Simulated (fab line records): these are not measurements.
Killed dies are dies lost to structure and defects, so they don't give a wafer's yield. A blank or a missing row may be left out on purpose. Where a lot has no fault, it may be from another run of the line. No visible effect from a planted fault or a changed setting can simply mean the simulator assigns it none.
One fault seen from 2 desks / flow berkeleyCmos170 / each desk holds nothing but its own numbers, with what lay behind them at the end

METROLOGY DESK
What the gauges read for every lot (on any tool): the sampled wafers with a number, averaged. Marked OUT: a lot whose mean sits more than 4 standard deviations from the usual mean, which makes it out of limits; the brackets give that distance.
Columns: A = cdNm at UCB170_M3_CD_MEAS_15, usual 699.7 nm; B = M3_OVL at UCB170_M3_OVL_MEAS_16, usual 0 nm
lot=L396; first seen here=day 9 00:04; A=697.2; B=0
lot=L400; first seen here=day 10 13:59; A=700.3; B=-7
lot=L401; first seen here=day 10 16:49; A=699.7; B=0
lot=L404; first seen here=day 10 17:57; A=700.0; B=4
lot=L405; first seen here=day 10 20:50; A=700.1; B=4
lot=L414; first seen here=day 13 22:05; A=700.1; B=2
Finding of this desk: none of the 6 lots has anything out of limits.

FOR THE TOOL OWNER'S DESK: rieMetal-03
The tool's own readings at UCB170_M3_METAL_ETCH_18 (etches Al in Cl2/BCl3, stops on SiO2, target depth 1170 nm, time 195 s): means of the sampled wafers that have a number, for each lot that ran on this tool. Marked OUT: a lot whose mean sits more than 4 standard deviations from the usual mean, which makes it out of limits; the brackets give that distance.
Columns: A = chamberPressureMTorr at UCB170_M3_METAL_ETCH_18, usual 11.998 mTorr; B = drypumpMotorCurrentA at UCB170_M3_METAL_ETCH_18, usual 5.5 A; C = oesProductAu at UCB170_M3_METAL_ETCH_18, usual 0.851 a.u.; D = runLengthS at UCB170_M3_METAL_ETCH_18, usual 223.7 s; E = throttleValvePct at UCB170_M3_METAL_ETCH_18, usual 24.34 %
lot=L400; first seen here=day 10 14:11; A=11.988; B=5.6; C=0.842; D=223.3; E=24.13
lot=L401; first seen here=day 10 17:00; A=11.997; B=5.6; C=0.833; D=225.3; E=24.14
lot=L405; first seen here=day 10 21:04; A=11.997; B=5.6; C=0.833; D=224.9; E=24.13
Finding of this desk: none of the 3 lots has anything out of limits.

ALL TOGETHER
The metrology desk saw nothing out of limits.
The desk of the tool owner found nothing out of limits.

WHAT THE SIMULATOR HAD INSERTED
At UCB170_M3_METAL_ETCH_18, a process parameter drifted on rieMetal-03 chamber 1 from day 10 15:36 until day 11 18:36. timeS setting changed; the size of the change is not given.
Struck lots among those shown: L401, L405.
